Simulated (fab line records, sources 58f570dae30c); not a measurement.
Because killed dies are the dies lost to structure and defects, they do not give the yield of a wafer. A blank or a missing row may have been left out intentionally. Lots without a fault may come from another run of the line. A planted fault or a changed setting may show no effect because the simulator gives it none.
Which of the tools did it? ; flow berkeley-cmos170 ; Sampling: 7 lots, 21 wafers, 5 of 331 route steps

WHAT EACH GAUGE READ, for each wafer
UCB170_V1_CD_MEAS_90: target cd 700 nm.
lot;measured;on;cd-nm (nm)
L950;day 8 21:05;cd-sem-01;701.2 699.0 700.8
L947;day 8 22:20;cd-sem-02;700.2 700.6 700.7
L956;day 10 00:42;cd-sem-01;700.3 699.7 700.4
L960;day 11 05:35;cd-sem-01;699.9 701.9 699.9
L964;day 12 08:32;cd-sem-02;703.5 699.8 700.9
L968;day 12 15:19;cd-sem-01;696.7 697.9 697.0
L969;day 13 04:59;cd-sem-02;699.1 698.8 699.2

TOOL THAT RAN EACH LOT (tool first, then ch and the chambers of the sampled wafers, then the start)
lot;UCB170_M1_ETCH_11;UCB170_M1_METAL_ETCH_12;UCB170_M1_STRIP_13;UCB170_V1_CMP_02
L950;rie-diel-03 ch 0,1,3, day 8 14:52;rie-metal-04 ch 0,1, day 8 14:55;plasma-asher-02 ch 0,1, day 8 15:02;cmp-02 ch 0,1,3, day 8 16:53
L947;rie-diel-01 ch 0,1,3, day 8 15:52;rie-metal-04 ch 0,1, day 8 15:56;plasma-asher-01 ch 0,1, day 8 16:04;cmp-01 ch 0,2,3, day 8 18:40
L956;rie-diel-04 ch 0,2,3, day 9 18:56;rie-metal-03 ch 0, day 9 18:59;plasma-asher-02 ch 0, day 9 19:07;cmp-02 ch 1,2, day 9 21:52
L960;rie-diel-04 ch 0,1,3, day 11 01:26;rie-metal-01 ch 0,1, day 11 01:29;plasma-asher-01 ch 0,1, day 11 01:37;cmp-02 ch 0,1, day 11 03:26
L964;rie-diel-01 ch 1,2,3, day 12 04:29;rie-metal-03 ch 0,1, day 12 04:31;plasma-asher-01 ch 0,1, day 12 04:39;cmp-02 ch 1,2,3, day 12 06:25
L968;rie-diel-04 ch 0,1,2, day 12 10:29;rie-metal-03 ch 0,1, day 12 10:32;plasma-asher-02 ch 0,1, day 12 10:40;cmp-02 ch 1,3, day 12 12:57
L969;rie-diel-01 ch 0,1,3, day 13 00:34;rie-metal-01 ch 0,1, day 13 00:39;plasma-asher-02 ch 0,1, day 13 00:46;cmp-01 ch 1,2, day 13 02:43
- UCB170_M1_ETCH_11: etches BARC in N2/H2.
- UCB170_M1_METAL_ETCH_12: etches Al in Cl2/BCl3, stops on PSG, target depth 780 nm, time 130 s.
- UCB170_M1_STRIP_13: strips in O2.
- UCB170_V1_CMP_02: polishes SiO2.

THE ANSWER, worked out from the rows above alone
Rule: usual is defined by the lots themselves. Put in order of their means at a reading, lots are off if they are a third of the lots or fewer, leave a main group of 4 or more, and stand apart from it by a gap of 3 or more times the standard deviation of the main group's means; of several such gaps the widest counts. A main group whose means are all the same, to the digits that the tables above print for the reading, isn't used. Also off: a lot with no number at a reading for which 4 or more lots have one. The other lots that the step has rows for count as sound.
Across all readings shown, no lot is off: no conclusion can be drawn from this.

WHAT THE SIMULATOR PUT IN
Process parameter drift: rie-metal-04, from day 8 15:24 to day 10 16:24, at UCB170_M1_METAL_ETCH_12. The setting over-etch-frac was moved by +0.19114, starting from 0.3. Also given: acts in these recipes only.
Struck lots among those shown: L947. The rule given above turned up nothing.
